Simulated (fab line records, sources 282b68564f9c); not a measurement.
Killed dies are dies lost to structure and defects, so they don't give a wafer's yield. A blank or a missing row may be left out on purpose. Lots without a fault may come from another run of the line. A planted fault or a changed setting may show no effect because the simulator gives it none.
Which tool did it? | flow rit_cmos | 14 lots, 42 wafers sampled, at 4 steps of a route of 202

WHAT THE GAUGES READ, wafer by wafer
RIT_ACTIVE_BOW_MEAS_00. Usual: INCOMING_BOW 0 um, standard deviation 5.5.
lot  | measured    | on            | INCOMING_BOW (um) | flag
L473 | day 1 10:00 | film_metro-04 | 7 0 12            |
L475 | day 1 20:00 | film_metro-01 | 1 1 4             |
L476 | day 2 01:01 | film_metro-04 | 0 -1 5            |
L477 | day 2 06:01 | film_metro-03 | 3 0 7             |
L479 | day 2 16:01 | film_metro-03 | 0 9 -3            |
L481 | day 3 02:00 | film_metro-03 | -1 3 1            |
L482 | day 3 07:00 | film_metro-04 | 3 2 -4            |
L486 | day 4 03:01 | film_metro-01 | -4 -2 3           |
L489 | day 4 18:00 | film_metro-01 | -3 9 -1           |
L490 | day 4 23:02 | film_metro-01 | -5 -6 5           |
L491 | day 5 04:02 | film_metro-04 | -2 14 6           |
L492 | day 5 09:01 | film_metro-04 | -6 7 -15          |
L493 | day 5 14:00 | film_metro-01 | 2 -1 -5           |
L496 | day 6 05:01 | film_metro-04 | 7 -1 4            |

RIT_ACTIVE_CD_MEAS_11: target cd 1400 nm. Usual: cd_nm 1401.2 nm, standard deviation 2.2.
lot  | measured    | on        | cd_nm (nm)           | flag
L473 | day 1 15:27 | cd_sem-02 | 1400.3 1401.5 1402.4 |
L475 | day 2 00:26 | cd_sem-02 | 1402.3 1403.0 1401.1 |
L476 | day 2 05:35 | cd_sem-02 | 1402.2 1400.7 1403.3 |
L477 | day 2 10:32 | cd_sem-01 | 1404.0 1403.4 1402.9 |
L479 | day 2 20:35 | cd_sem-01 | 1403.0 1404.9 1403.2 |
L481 | day 3 06:35 | cd_sem-01 | 1401.4 1399.0 1398.5 |
L482 | day 3 11:34 | cd_sem-02 | 1398.5 1399.5 1402.0 |
L486 | day 4 07:35 | cd_sem-02 | 1403.5 1403.9 1401.0 |
L489 | day 4 22:58 | cd_sem-01 | 1404.8 1403.9 1403.9 |
L490 | day 5 03:29 | cd_sem-02 | 1402.4 1402.0 1402.0 |
L491 | day 5 08:29 | cd_sem-02 | 1402.3 1403.3 1403.3 |
L492 | day 5 13:28 | cd_sem-01 | 1400.1 1398.6 1399.7 |
L493 | day 5 18:26 | cd_sem-01 | 1399.0 1399.4 1401.8 |
L496 | day 6 09:35 | cd_sem-01 | 1398.7 1398.4 1398.5 |

RIT_GATE_THK_MEAS_07. Usual: GATE_OXIDE_THK 3.01 nm, standard deviation 0.071.
lot  | measured    | on            | GATE_OXIDE_THK (nm) | flag
L473 | day 2 15:51 | film_metro-04 | 3.02 3.00 2.98      |
L475 | day 2 20:28 | film_metro-02 | 3.01 2.94 2.92      |
L476 | day 3 01:52 | film_metro-04 | 3.00 3.03 3.04      |
L477 | day 3 06:40 | film_metro-02 | 3.00 2.99 2.97      |
L479 | day 3 16:34 | film_metro-02 | 2.91 2.97 2.99      |
L481 | day 4 01:53 | film_metro-02 | 2.94 2.93 2.92      |
L482 | day 4 07:01 | film_metro-01 | 3.08 3.09 3.07      |
L486 | day 5 02:23 | film_metro-01 | 3.07 3.09 3.06      |
L489 | day 5 17:56 | film_metro-02 | 2.99 3.07 3.09      |
L490 | day 5 21:59 | film_metro-04 | 3.00 3.04 3.04      |
L491 | day 6 04:43 | film_metro-04 | 3.09 3.08 3.08      |
L492 | day 6 10:13 | film_metro-04 | 2.95 2.93 2.96      |
L493 | day 6 14:46 | film_metro-01 | 3.06 3.04 3.07      |
L496 | day 7 04:38 | film_metro-02 | 2.87 2.84 2.95      |

WHICH TOOL RAN EACH LOT (tool, then ch and the chambers of the sampled wafers, then the start)
lot  | RIT_PRETRO_SOFTBAKE_02
L473 | litho_track-02 ch 0, day 2 10:49
L475 | litho_track-01 ch 0, day 2 17:22
L476 | litho_track-04 ch 0, day 2 21:32
L477 | litho_track-04 ch 0, day 3 03:10
L479 | litho_track-02 ch 0, day 3 13:22
L481 | litho_track-01 ch 0, day 3 22:47
L482 | litho_track-02 ch 0, day 4 03:49
L486 | litho_track-04 ch 0, day 4 23:09
L489 | litho_track-02 ch 0, day 5 14:50
L490 | litho_track-04 ch 0, day 5 18:49
L491 | litho_track-02 ch 0, day 6 01:41
L492 | litho_track-02 ch 0, day 6 06:34
L493 | litho_track-02 ch 0, day 6 11:34
L496 | litho_track-04 ch 0, day 7 00:46
- RIT_PRETRO_SOFTBAKE_02: time 60 s.

WHAT THE TOOLS THEMSELVES READ (means of the sampled wafers that have a number; where no wafer has one, the mark that the record gives instead)
RIT_PRETRO_SOFTBAKE_02. Usual: heater_power_total_W 34.56 W, standard deviation 0.055; run_length_s 89.12 s, standard deviation 0.22.
lot  | tool           | heater_power_total_W (W) | run_length_s (s) | flag
L473 | litho_track-02 | 34.56                    | 88.92            |
L475 | litho_track-01 | 34.59                    | 89.35            |
L476 | litho_track-04 | 34.63                    | 89.27            |
L477 | litho_track-04 | 34.55                    | 89.27            |
L479 | litho_track-02 | 34.61                    | 88.90            |
L481 | litho_track-01 | 34.55                    | 89.21            |
L482 | litho_track-02 | 34.56                    | 88.96            |
L486 | litho_track-04 | 34.59                    | 89.39            |
L489 | litho_track-02 | 34.51                    | 88.84            |
L490 | litho_track-04 | 34.54                    | 89.35            |
L491 | litho_track-02 | 34.57                    | 88.90            |
L492 | litho_track-02 | 37.03                    | 76.05            | OFF
L493 | litho_track-02 | 36.97                    | 76.08            | OFF
L496 | litho_track-04 | 34.54                    | 89.38            |

THE ANSWER, worked out from the rows above alone
Rule: a lot is off if the mean of its wafers that have a number lies more than 3 standard deviations from the usual mean. A lot without any number at a reading at which 4 lots or more have one is off too. The other lots that the step has rows for count as sound. The gauges are gone through in route order, then the tools' own readings, and for those a lot's mean is taken as printed above. The first step at which some lot is off is used, and at that step the reading that is off furthest; a lot without a number counts as furthest.
Off: L492, L493, at RIT_PRETRO_SOFTBAKE_02 (run_length_s).
A tool fits if, at that step or a process step before it, it ran every lot that is off, and no sound lot after the first of them. One fits: litho_track-02 at RIT_PRETRO_SOFTBAKE_02. Its last sound lot is L491 (day 6 01:41), its first lot that is off L492 (day 6 06:34): a fault that began between those two fits.
The tool's own readings at RIT_PRETRO_SOFTBAKE_02 bear it out: on the lots that are off they differ by more than 5 times the standard deviation of the sound lots' means. heater_power_total_W reads 37.00 W there against 34.57 W on the sound lots; run_length_s reads 76.06 s there against 89.14 s on the sound lots.

WHAT THE SIMULATOR HAD PUT IN
Process parameter drift: litho_track-02, from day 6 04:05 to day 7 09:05, at RIT_PRETRO_SOFTBAKE_02. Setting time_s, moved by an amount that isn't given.
Lots struck among those shown: L492, L493. The rule above found the same.
